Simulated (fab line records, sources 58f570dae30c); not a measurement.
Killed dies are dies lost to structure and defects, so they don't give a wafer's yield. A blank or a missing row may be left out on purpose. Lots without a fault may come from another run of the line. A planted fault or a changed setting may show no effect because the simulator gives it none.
Problem report in the 8D (eight disciplines) form, filled by code | flow berkeley_cmos170 | the parts of the form that need people (team, actions taken, sign-off) are left out

1. THE PROBLEM
GATE_POLY_THK at UCB170_GATE_THK_MEAS_05 reads a mean of 281.5 nm on 9 wafers of 3 lots; wafers without a fault read 213.8 nm with a standard deviation of 2. That is +34 standard deviations from the usual mean.
First seen on wafer L604.1, day 8 19:31, on film_metro-03. The record holds 45 wafers of 15 lots with a number at this step. Rule for "out", or "out of limits": more than 4 standard deviations from the usual mean. The other wafers with a number count as sound.

2. WHAT IT IS AND WHAT IT IS NOT
question                    | is                                          | is not
which readings at this step | GATE_POLY_THK                               | -
which lots                  | L604, L606, L607                            | L594, L596, L597, L598, L599, L600, L602, L603, L608, L609, L614, L615
which wafers of those lots  | all that have a number                      | -
read on which gauges        | film_metro-01, film_metro-02, film_metro-03 | -
when                        | from day 8 19:31                            | up to then (24 sound wafers); but 12 sound wafers of L608, L609, L614, L615 came after

3. SUSPECTS, AND WHAT RULES EACH OUT
Counting: a tool at a process step up to the reading stays a suspect if it ran every lot that is out and no sound lot after the first of them.
- the gauge at UCB170_GATE_THK_MEAS_05: ruled out. The wafers that are out were read on 3 gauges (film_metro-01, film_metro-02, film_metro-03).
- lpcvd-02 at UCB170_GATE_CVD_04 (deposits poly-Si from SiH4, time 1440 s, target thk 214 nm): kept. It ran every lot that is out, first L604 (day 8 18:07), and no sound lot after that; its last sound lot up to then is L602 (day 8 14:01).
Left after counting: lpcvd-02 at UCB170_GATE_CVD_04.

4. THE CAUSE (what the simulator had put in)
Process parameter drift: lpcvd-02, from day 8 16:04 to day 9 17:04, at UCB170_GATE_CVD_04. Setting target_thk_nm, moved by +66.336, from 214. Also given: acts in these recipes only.
Counting left only this tool.

5. THE CHAIN OF EFFECTS, in route order
Each row: a reading whose mean over the struck wafers that have a number lies more than 3 standard deviations from the usual. Only readings for which the record gives a usual standard deviation are gone through. hours: the time from each lot's start at the first step in this table that gives one to its start at this step, as a median over the lots. sigmas: the change in usual standard deviations.
hours | step                    | reading        | usual      | on struck wafers | change | sigmas
0     | UCB170_GATE_THK_MEAS_05 | GATE_POLY_THK  | 213.8 nm   | 281.5            | +67.7  | +34
1     | UCB170_GATE_ETCH_15     | oes_product_au | 0.835 a.u. | 1.002            | +0.167 | +13
The process steps in it:
- UCB170_GATE_ETCH_15: etches poly-Si in HBr/Cl2, stops on SiO2, time 56.3 s, target depth 278.2 nm.
Later measuring or inspecting steps at which every struck wafer that the step has a row for has a number for every such reading, and none has moved that far: UCB170_PLDD_OVL_MEAS_07.

6. WHAT WOULD HAVE CAUGHT IT SOONER
In this record the first reading out of limits at a measuring or inspecting step was taken at day 8 19:31, 3 hours after the fault began at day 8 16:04.
Of the lots that are out (3), L606, L607 began UCB170_GATE_CVD_04 on lpcvd-02 after day 8 19:31. A hold on the tool at that time would have spared those 2.
